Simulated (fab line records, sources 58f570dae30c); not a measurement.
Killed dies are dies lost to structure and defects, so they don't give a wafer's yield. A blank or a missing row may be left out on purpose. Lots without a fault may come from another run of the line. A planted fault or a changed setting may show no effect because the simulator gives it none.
A struck lot beside a sound one | flow berkeley_cmos170 | 14 steps out of a route of 331
Sound: wafers L764.1, L764.3, L764.5. Struck: wafers L781.2, L781.5, L781.6. The cause comes at the end.
At each step with rows: each side's tool, then ch and its chambers, then its first start. Under that, the readings that differ: sound wafers | struck wafers | difference of the means | sigmas: that difference in standard deviations of wafers without a fault.
alike: readings whose means differ by less than 2 such deviations, and words and numbers that are the same on both sides. not compared: withheld readings, readings that some wafer has no value for, bounds like >300 that may hide the same value, and numbers for which the record gives no deviation and whose values overlap.
The two part at a step that has a row with sigmas, a row that says differs or no value, or rows on one side only. Numbers that don't overlap but have no deviation are shown without sigmas and don't part them. A reading that every wafer of one side lacks parts them only if that side has two wafers or more.

first, 2 steps without rows for these wafers: UCB170_GATE_ANNEAL_03 (time 1800 s); UCB170_GATE_CVD_04 (deposits poly-Si from SiH4, time 1440 s, target thk 214 nm).
UCB170_GATE_THK_MEAS_05:
  sound on film_metro-03, day 6 09:38; struck on film_metro-04, day 9 18:54
  alike: GATE_POLY_THK
then, 6 steps without rows for these wafers: UCB170_GATE_COAT_06; UCB170_GATE_COAT_07 (resist thk 900 nm); UCB170_GATE_SOFTBAKE_08 (time 60 s); UCB170_GATE_EXPOSE_09 (exposes mask POLY, target cd 350 nm); UCB170_GATE_PEB_10; UCB170_GATE_DEVELOP_11 (develop time 45 s).
UCB170_GATE_CD_MEAS_12: target cd 350 nm.
  sound on cd_sem-02, day 6 10:33; struck on cd_sem-01, day 9 19:49
  alike: cd_nm
UCB170_GATE_OVL_MEAS_13:
  sound on overlay-02, day 6 10:40; struck on overlay-02, day 9 19:55
  alike: GATE_OVL
UCB170_GATE_ETCH_14: etches BARC in N2/H2.
  sound on rie_diel-01 ch 0,1, day 6 10:42; struck on rie_diel-03 ch 0,1,3, day 9 19:57
  alike: drypump_motor_current_A, oes_product_au, throttle_valve_pct
UCB170_GATE_ETCH_15: etches poly-Si in HBr/Cl2, stops on SiO2, time 56.3 s, target depth 278.2 nm.
  sound on rie_si-01 ch 0,1,2, day 6 10:45; struck on rie_si-01 ch 0,3, day 9 19:59
  reading                               | sound             | struck            | difference | sigmas
  oes_product_au (a.u.)                 | 0.828 0.824 0.808 | 1.003 0.992 1.001 | +0.179     | +11
  run_length_s (s)                      | 84.5 85.3 85.0    | 62.5 62.3 63.1    | -22.3      | -45
  model.GATE.feature_depth_nm (nm)      | 215.6 215.9 213.7 | 167.6 165.6 168.7 | -47.8      |
  model.etch.depth_nm (nm)              | 215.6 215.8 213.7 | 167.6 165.6 168.7 | -47.7      |
  model.KrF_of_GATE_COAT_07.thk_nm (nm) | 778.1 777.2 777.5 | 822.5 819 825.1   | +44.6      |
  alike: drypump_motor_current_A, he_backside_leak_sccm, mfc_cl2_sccm, throttle_valve_pct
  not compared: rf_hours_counter_h
UCB170_GATE_STRIP_16: strips in O2.
  sound on plasma_asher-04 ch 0,1, day 6 10:47; struck on plasma_asher-03 ch 0,1, day 9 20:02
  alike: drypump_motor_current_A, oes_product_au
  not compared: rf_hours_counter_h

WHERE THEY PART
Only at UCB170_GATE_ETCH_15, within this record. Later steps at which nothing parts them and some readings are alike: UCB170_GATE_STRIP_16.

WHY: what the simulator had put in
Process parameter drift: rie_si-01, from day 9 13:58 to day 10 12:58, at UCB170_GATE_ETCH_15. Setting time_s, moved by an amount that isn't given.
